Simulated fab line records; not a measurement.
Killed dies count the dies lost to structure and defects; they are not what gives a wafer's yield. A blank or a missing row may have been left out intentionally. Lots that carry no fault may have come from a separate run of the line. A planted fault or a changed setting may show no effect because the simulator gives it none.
The same fault as seen by 2 desks || flow berkeley_cmos170 || each desk has only its own numbers; what lay behind them comes last

== FROM THE METROLOGY DESK ==
What the gauges read, lot by lot, whatever tool the lot ran on: means of the sampled wafers that have a number. If a lot's mean is further than 4 standard deviations from the usual mean, the lot is out of limits and carries the mark OUT (the distance appears in the brackets).
Columns: A = cd_nm at UCB170_NLDD_CD_MEAS_06, usual 1199.6 nm; B = M1_AL_THK at UCB170_M1_THK_MEAS_02, usual 592 nm; C = V1_TEOS_THK at UCB170_V1_THK_MEAS_01, usual 2002 nm
{"lot": "L316", "first seen here": "day 5 21:22", "A": 1195.9, "B": 591, "C": 1999}
{"lot": "L317", "first seen here": "day 6 08:22", "A": 1200.2, "B": 587, "C": 2006}
{"lot": "L318", "first seen here": "day 6 08:53", "A": 1199.9, "B": 598, "C": 1981}
{"lot": "L319", "first seen here": "day 6 18:37", "A": 1199.0, "B": 605, "C": 1970}
{"lot": "L322", "first seen here": "day 7 09:26", "A": 1199.0, "B": 594, "C": 1975}
{"lot": "L321", "first seen here": "day 7 12:01", "A": 1199.0, "B": 594, "C": 2001}
{"lot": "L324", "first seen here": "day 7 14:40", "A": 1203.4, "B": 593, "C": 2018}
{"lot": "L323", "first seen here": "day 7 14:52", "A": 1199.5, "B": 595, "C": 2023}
{"lot": "L325", "first seen here": "day 7 21:10", "A": 1199.0, "B": 599, "C": 1988}
{"lot": "L333", "first seen here": "day 10 10:49", "A": 1199.1, "B": 586, "C": "2533 (+20) OUT"}
{"lot": "L335", "first seen here": "day 10 11:50", "A": 1200.5, "B": 597, "C": 1997}
{"lot": "L339", "first seen here": "day 11 02:05", "A": 1199.8, "B": 592, "C": 2000}
{"lot": "L338", "first seen here": "day 11 02:07", "A": 1200.4, "B": 589, "C": 2020}
This desk reports L333 out of limits; the earliest was L333 at day 11 11:43 (V1_TEOS_THK at UCB170_V1_THK_MEAS_01). Within limits: L316, L317, L318, L319, L322, L321, L324, L323, L325, L335, L339, L338.

== FOR THE TOOL OWNER'S DESK: pecvd-02 ==
The tool's own readings at UCB170_V1_CVD_00 (deposits SiO2 from TEOS/O2, target thk 2000 nm, time 250 s): means of the sampled wafers that have a number, for each lot that ran on this tool. If a lot's mean is further than 4 standard deviations from the usual mean, the lot is out of limits and carries the mark OUT (the distance appears in the brackets).
Columns: A = heater_power_w at UCB170_V1_CVD_00, usual 249 W; B = run_length_s at UCB170_V1_CVD_00, usual 277.9 s
{"lot": "L319", "first seen here": "day 7 21:54", "A": 258, "B": 277.7}
{"lot": "L322", "first seen here": "day 8 07:58", "A": 196, "B": 277.6}
{"lot": "L324", "first seen here": "day 8 14:44", "A": 228, "B": 277.3}
{"lot": "L325", "first seen here": "day 9 00:26", "A": 270, "B": 277.6}
{"lot": "L333", "first seen here": "day 11 11:33", "A": 298, "B": "338.5 (+99 or more) OUT"}
This desk's verdict: out of limits on L333, starting with L333 at day 11 11:33 (run_length_s at UCB170_V1_CVD_00). Within limits: L319, L322, L324, L325.

== BROUGHT TOGETHER ==
The tool owner's desk could have raised an alarm at day 11 11:33, on L333.
Metrology desk: alarm possible at day 11 11:43 on L333.
UCB170_V1_CVD_00 was run on pecvd-02 by each of the lots named.

== WHAT THE SIMULATOR HAD INSERTED ==
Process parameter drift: pecvd-02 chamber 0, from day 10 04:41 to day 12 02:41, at UCB170_V1_CVD_00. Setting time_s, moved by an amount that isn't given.
Shown lots that were struck: L333.
Time in hours from fault onset to the first out-of-limits reading at each desk: tool owner's desk 31, metrology desk 31.
